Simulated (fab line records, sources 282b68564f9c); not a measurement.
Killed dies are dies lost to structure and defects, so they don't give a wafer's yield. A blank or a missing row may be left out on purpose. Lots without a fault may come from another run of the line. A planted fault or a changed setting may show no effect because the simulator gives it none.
One fault seen from 2 desks | flow rit_cmos | each desk has only its own numbers; what lay behind them comes last

THE METROLOGY DESK
What the gauges read, lot by lot, whatever tool the lot ran on: means of the sampled wafers that have a number. A lot is out of limits, marked OUT, if its mean lies more than 4 standard deviations from the usual mean; the brackets give that distance.
Columns: A = GATE_OXIDE_THK at RIT_GATE_THK_MEAS_07, usual 3.04 nm
lot  | first seen here | A
L814 | day 2 19:49     | 2.99
L815 | day 3 01:11     | 2.97
L817 | day 3 10:38     | 3.04
L818 | day 3 15:59     | 3.07
L819 | day 3 20:44     | 3.03
L820 | day 4 02:47     | 3.09
L821 | day 4 05:49     | 3.00
L823 | day 4 16:17     | 2.97
L824 | day 4 21:43     | 3.08
L825 | day 5 02:38     | 3.03
L826 | day 5 07:36     | 3.00
L829 | day 6 00:22     | 3.86 (+13) OUT
L831 | day 6 08:44     | 3.02
L833 | day 6 18:47     | 3.79 (+12) OUT
This desk's finding: out of limits on L829, L833; first on L829, day 6 00:22 (GATE_OXIDE_THK at RIT_GATE_THK_MEAS_07). In limits: L814, L815, L817, L818, L819, L820, L821, L823, L824, L825, L826, L831.

THE TOOL OWNER'S DESK: furnace-02
The tool's own readings at RIT_GATE_OXIDATION_05 (target thk 3 nm, ox time 270 s): means of the sampled wafers that have a number, for each lot that ran on this tool. A lot is out of limits, marked OUT, if its mean lies more than 4 standard deviations from the usual mean; the brackets give that distance.
Columns: A = spike_tc_centre_C at RIT_GATE_OXIDATION_05, usual 902.4 C; B = spike_tc_load_C at RIT_GATE_OXIDATION_05, usual 925.3 C; C = spike_tc_source_C at RIT_GATE_OXIDATION_05, usual 923.3 C; D = tube_center_temp_C at RIT_GATE_OXIDATION_05, usual 900 C; E = tube_center_temp_C_max at RIT_GATE_OXIDATION_05, usual 902.4
lot  | first seen here | A               | B               | C               | D                     | E
L818 | day 3 14:39     | 902.3           | 925.3           | 922.8           | 900                   | 902.2
L819 | day 3 18:50     | 902.9           | 925.7           | 923.0           | 900                   | 902.3
L820 | day 4 01:28     | 903.4           | 926.0           | 922.8           | 900                   | 902.4
L821 | day 4 04:28     | 902.3           | 926.1           | 922.5           | 900                   | 902.7
L823 | day 4 14:56     | 902.7           | 926.4           | 921.8           | 900                   | 902.3
L825 | day 5 01:17     | 902.7           | 926.7           | 922.6           | 900                   | 902.2
L826 | day 5 06:16     | 901.4           | 925.7           | 922.7           | 900                   | 902.0
L829 | day 5 23:02     | 923.2 (+21) OUT | 946.2 (+16) OUT | 942.9 (+18) OUT | 920 (+99 or more) OUT | 922.7 (+50) OUT
L833 | day 6 17:16     | 922.4 (+20) OUT | 947.0 (+17) OUT | 942.8 (+18) OUT | 920 (+99 or more) OUT | 922.5 (+49) OUT
This desk's finding: out of limits on L829, L833; first on L829, day 5 23:02 (spike_tc_centre_C at RIT_GATE_OXIDATION_05). In limits: L818, L819, L820, L821, L823, L825, L826.

PUT TOGETHER
The tool owner's desk could have raised an alarm at day 5 23:02, on L829, L833.
The metrology desk could have raised an alarm at day 6 00:22, on L829, L833.
Of the lots named, all ran RIT_GATE_OXIDATION_05 on furnace-02.

WHAT THE SIMULATOR HAD PUT IN
Process parameter drift: furnace-02, from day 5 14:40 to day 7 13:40, at RIT_GATE_OXIDATION_05. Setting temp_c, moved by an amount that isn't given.
Lots struck among those shown: L829, L833.
Hours from the fault's start to each desk's first reading out of limits: the tool owner's desk, 8; the metrology desk, 10.
